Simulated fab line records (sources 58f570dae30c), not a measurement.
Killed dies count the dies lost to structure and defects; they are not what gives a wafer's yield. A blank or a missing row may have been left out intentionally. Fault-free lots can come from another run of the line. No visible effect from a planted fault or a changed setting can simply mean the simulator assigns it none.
Chamber matching    flow berkeley cmos170    cmp-02 running UCB170_V2_CMP_02: 4 sister chambers
The step polishes SiO2. 4 wafers are shown with their chamber, then 7 later ones without.

== WAFERS WITH THEIR CHAMBER ==
wafer   chamber  motor current A (A)
L339.2  2        13.8
L340.6  0        14.8
L342.3  1        17.3
L342.5  3        20.8

== WAFERS WHOSE CHAMBER IS MISSING ==
wafer   motor current A (A)
L342.6  15.5
L346.1  13.7
L346.3  15.3
L346.6  14.7
L354.3  19.9
L354.5  15.6
L354.6  16.2

== CHAMBER TAKEN BY EACH ==
wafer   from the rows above           in truth
L342.6  can't be placed: 0 or 2 or 1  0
L346.1  can't be placed: 2 or 0       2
L346.3  can't be placed: 0 or 2       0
L346.6  can't be placed: 0 or 2       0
L354.3  3                             3
L354.5  can't be placed: 0 or 1 or 2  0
L354.6  can't be placed: 1 or 0 or 2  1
Correctly placed: 1 of 7. Unplaceable from these rows: 6, with the true chamber sitting among the candidates in 6. 0 placed wrongly.
How it was worked out, from the rows above alone: a wafer's distance from a chamber is the root of the sum, over the readings, of the square of ((its reading less the chamber's mean) divided by the reading's scatter). If the next closest chamber is less than 2 further off than the closest, the wafer can't be placed; otherwise it belongs to the closest. For every chamber, the mean is computed from those of its wafers that are shown. The scatter (one wafer shown for each chamber): square how far every hidden wafer sits from the nearest shown wafer, average those squares and take the square root.
